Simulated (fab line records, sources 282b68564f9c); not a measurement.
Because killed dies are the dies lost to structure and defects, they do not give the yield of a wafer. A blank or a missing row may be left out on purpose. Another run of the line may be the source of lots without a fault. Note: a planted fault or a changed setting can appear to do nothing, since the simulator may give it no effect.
8D (eight disciplines) problem report, filled in by code ; flow ritCmos ; the parts of the form that need people (team, actions taken, sign-off) are left out

## 1. WHAT IS WRONG
M1_AL_RS at RIT_M1_RS_MEAS_01 reads a mean of 0.0806 ohm/sq on 3 wafers of 1 lot; wafers without a fault read 0.0737 ohm/sq with a standard deviation of 0.00078. Measured from the usual mean, that is +8.9 standard deviations.
The step: measures by four-point-probe.
Seen first at day 5 13:05 on filmMetro-02, wafer L698.1. The record holds 39 wafers of 13 lots with a number at this step. The rule behind "out" and "out of limits": a value lying over 4 standard deviations away from the usual mean. Any other wafer with a number is counted as sound.

## 2. WHAT IT IS, WHAT IT ISN'T
question;is;is not
which readings at this step;M1_AL_RS;-
which lots;L698;L688, L690, L691, L692, L693, L694, L695, L702, L703, L705, L707, L709
which wafers of those lots;all that have a number;-
read on which gauges;filmMetro-02;filmMetro-03, filmMetro-04
when;from day 5 13:05;"up to then (21 sound wafers); but 15 sound wafers of L702, L703, L705, L707, L709 came after"

## 3. THE SUSPECTS, EACH WITH WHAT RULES IT OUT
Counting: a tool stays on the suspect list if, at a process step up to the reading, it processed all lots that are out and no sound lot following the first of them.
- the gauge at RIT_M1_RS_MEAS_01: kept. All the wafers that are out were read on filmMetro-02, and no step on other tools shows them out.
- pvdSputter-04 at RIT_M1_SPUTTER_00 (material Al, target thk 400 nm, time 500 s): kept. It ran the lot that is out, L698 (day 5 12:47), and no sound lot after that; its last sound lot up to then is L694 (day 4 15:38).
Left after counting: pvdSputter-04 at RIT_M1_SPUTTER_00, filmMetro-02 at RIT_M1_RS_MEAS_01.

## 4. THE CAUSE (what the simulator had put in)
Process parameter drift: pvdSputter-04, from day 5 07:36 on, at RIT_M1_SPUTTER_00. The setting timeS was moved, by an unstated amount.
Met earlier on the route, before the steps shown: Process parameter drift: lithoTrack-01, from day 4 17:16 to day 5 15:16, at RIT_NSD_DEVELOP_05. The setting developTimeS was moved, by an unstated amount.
2 suspects survive the count, and this tool is in that group.

## 5. THE CHAIN OF EFFECTS, in route order
Each row: a reading where the mean over the struck wafers with a number is more than 3 standard deviations away from the usual. Scope: only readings with a usual standard deviation given in the record; hours: median across lots of the time from each lot's start at the first step in this table that gives one to its start at this step; sigmas: change in usual standard deviations.
hours;step;reading;usual;on struck wafers;change;sigmas
0;RIT_M1_RS_MEAS_01;M1_AL_RS;0.0737 ohm/sq;0.0806;+0.0069;+8.9
0;RIT_M1_THK_MEAS_02;M1_AL_THK;394 nm;359;-35;-7.1
2;RIT_M1_METAL_ETCH_12;oesProductAu;0.777 a.u.;0.743;-0.034;-3.1
Here are the process steps it includes:
- RIT_M1_METAL_ETCH_12: etches Al in Cl2/BCl3, stops on SiO2, time 165 s, target depth 600 nm.

## 6. WHAT WOULD HAVE CAUGHT IT SOONER
The first out-of-limits reading at a measuring or inspecting step in this record came at day 5 13:05, 5 hours after the fault's start at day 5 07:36.
Tool readings at RIT_M1_SPUTTER_00 with a usual standard deviation given in the record: none out on any struck wafer, hence no alarm at a limit of 4 standard deviations on them.
Lots out: 1; all had begun RIT_M1_SPUTTER_00 on pvdSputter-04 by day 5 13:05. Had the tool been put on hold then, not one of them would have been saved.
